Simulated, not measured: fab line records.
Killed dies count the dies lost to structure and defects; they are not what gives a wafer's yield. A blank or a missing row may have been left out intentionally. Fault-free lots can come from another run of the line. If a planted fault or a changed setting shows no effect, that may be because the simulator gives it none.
The tool behind it: which one? + flow ritCmos + 14 lots, 42 wafers sampled, at 3 steps of a route of 202

WHAT EACH GAUGE READ, for each wafer
RIT_SILICIDE_RS_MEAS_02: measures by four-point-probe.
| lot  | measured    | on           | SILICIDE_TI_RS (ohm/sq) |
|------|-------------|--------------|-------------------------|
| L898 | day 3 07:22 | filmMetro-02 | 47.6 48.2 47.9          |
| L899 | day 3 14:41 | filmMetro-03 | 48.9 48.1 47.8          |
| L900 | day 3 19:09 | filmMetro-04 | 47.2 47.5 47.7          |
| L902 | day 4 07:20 | filmMetro-04 | 47.8 47.2 48.2          |
| L904 | day 4 13:40 | filmMetro-04 | 49.1 48.7 48.6          |
| L905 | day 4 18:58 | filmMetro-04 | 48.9 49.5 48.9          |
| L908 | day 5 06:58 | filmMetro-04 | 48.1 48.5 48.4          |
| L909 | day 5 13:19 | filmMetro-02 | 49.0 48.9 48.9          |
| L910 | day 5 15:47 | filmMetro-04 | 48.2 47.7 47.4          |
| L914 | day 6 11:07 | filmMetro-04 | 49.1 49.2 48.4          |
| L915 | day 6 17:25 | filmMetro-04 | 20.6 20.9 20.7          |
| L916 | day 7 01:01 | filmMetro-04 | 20.4 20.3 20.6          |
| L920 | day 7 17:33 | filmMetro-03 | 47.9 47.6 47.5          |
| L921 | day 8 04:19 | filmMetro-04 | 48.2 48.6 48.0          |

RIT_SILICIDE_THK_MEAS_03: measures by xrf.
| lot  | measured    | on           | SILICIDE_TI_THK (nm) |
|------|-------------|--------------|----------------------|
| L898 | day 3 07:28 | filmMetro-02 | 30.0 29.9 29.9       |
| L899 | day 3 14:49 | filmMetro-03 | 29.3 29.8 29.8       |
| L900 | day 3 19:16 | filmMetro-04 | 30.2 30.2 30.0       |
| L902 | day 4 07:28 | filmMetro-04 | 29.7 30.1 29.7       |
| L904 | day 4 13:47 | filmMetro-04 | 29.5 29.6 29.6       |
| L905 | day 4 19:04 | filmMetro-04 | 29.3 29.1 29.4       |
| L908 | day 5 07:04 | filmMetro-04 | 29.7 29.6 29.6       |
| L909 | day 5 13:26 | filmMetro-02 | 29.5 29.6 29.6       |
| L910 | day 5 15:54 | filmMetro-04 | 29.7 30.1 30.1       |
| L914 | day 6 11:14 | filmMetro-04 | 29.2 29.1 29.6       |
| L915 | day 6 17:32 | filmMetro-04 | 59.7 58.6 59.1       |
| L916 | day 7 01:08 | filmMetro-04 | 59.9 60.0 59.4       |
| L920 | day 7 17:40 | filmMetro-03 | 29.8 29.9 29.9       |
| L921 | day 8 04:26 | filmMetro-04 | 29.6 29.4 29.8       |

WHAT TOOL EACH LOT RAN ON (gives the tool, then ch and the chambers of the sampled wafers, and finally the start)
| lot  | RIT_SILICIDE_SPUTTER_01    |
|------|----------------------------|
| L898 | pvdSputter-02, day 3 07:11 |
| L899 | pvdSputter-04, day 3 14:32 |
| L900 | pvdSputter-02, day 3 19:00 |
| L902 | pvdSputter-02, day 4 07:11 |
| L904 | pvdSputter-02, day 4 13:30 |
| L905 | pvdSputter-04, day 4 18:47 |
| L908 | pvdSputter-01, day 5 06:47 |
| L909 | pvdSputter-04, day 5 13:10 |
| L910 | pvdSputter-01, day 5 15:37 |
| L914 | pvdSputter-01, day 6 10:57 |
| L915 | pvdSputter-04, day 6 16:58 |
| L916 | pvdSputter-02, day 7 00:34 |
| L920 | pvdSputter-02, day 7 17:23 |
| L921 | pvdSputter-04, day 8 04:10 |
- RIT_SILICIDE_SPUTTER_01: material Ti, target thk 30 nm, time 240 s.

WHAT THE TOOLS THEMSELVES READ (means of the sampled wafers that have a number; where no wafer has one, the mark that the record gives instead)
RIT_SILICIDE_SPUTTER_01.
| lot  | tool          | throttleValvePct (%) |
|------|---------------|----------------------|
| L898 | pvdSputter-02 | 30.4                 |
| L899 | pvdSputter-04 | 30.7                 |
| L900 | pvdSputter-02 | 29.7                 |
| L902 | pvdSputter-02 | 29.4                 |
| L904 | pvdSputter-02 | 30.2                 |
| L905 | pvdSputter-04 | 30.6                 |
| L908 | pvdSputter-01 | 30.2                 |
| L909 | pvdSputter-04 | 31.4                 |
| L910 | pvdSputter-01 | 30.2                 |
| L914 | pvdSputter-01 | 29.9                 |
| L915 | pvdSputter-04 | 31.1                 |
| L916 | pvdSputter-02 | 30.0                 |
| L920 | pvdSputter-02 | 29.5                 |
| L921 | pvdSputter-04 | 31.1                 |

THE ANSWER, worked out from the rows above alone
Rule: the lots themselves supply what counts as usual. The widest of any qualifying gaps counts: lots, ordered by their means at a reading, are off when they make up no more than a third of the lots, leave a main group of 4 or more, and stand apart from it by 3 or more times the standard deviation of that group's means. A main group whose means are all the same, to the digits that the tables above print for the reading, isn't used. A lot without any number at a reading at which 4 lots or more have one is off too. Any other lot the step has rows for is counted as sound. After the gauges, taken in route order, come the tools' own readings; for these a lot's mean is taken, as printed above. At the first step where some lot is off, the reading lying furthest off is the one used; lots without a number count as furthest.
Off: L915, L916, at RIT_SILICIDE_RS_MEAS_02 (SILICIDE_TI_RS). For the main group the mean is 48.3 ohm/sq and the standard deviation 0.54.
A tool fits if, at a process step before that reading, it ran every lot that is off, and no sound lot after the first of them. The gauges at RIT_SILICIDE_RS_MEAS_02 are tried like those tools. Of those tried, none fits.

WHAT THE SIMULATOR PUT IN
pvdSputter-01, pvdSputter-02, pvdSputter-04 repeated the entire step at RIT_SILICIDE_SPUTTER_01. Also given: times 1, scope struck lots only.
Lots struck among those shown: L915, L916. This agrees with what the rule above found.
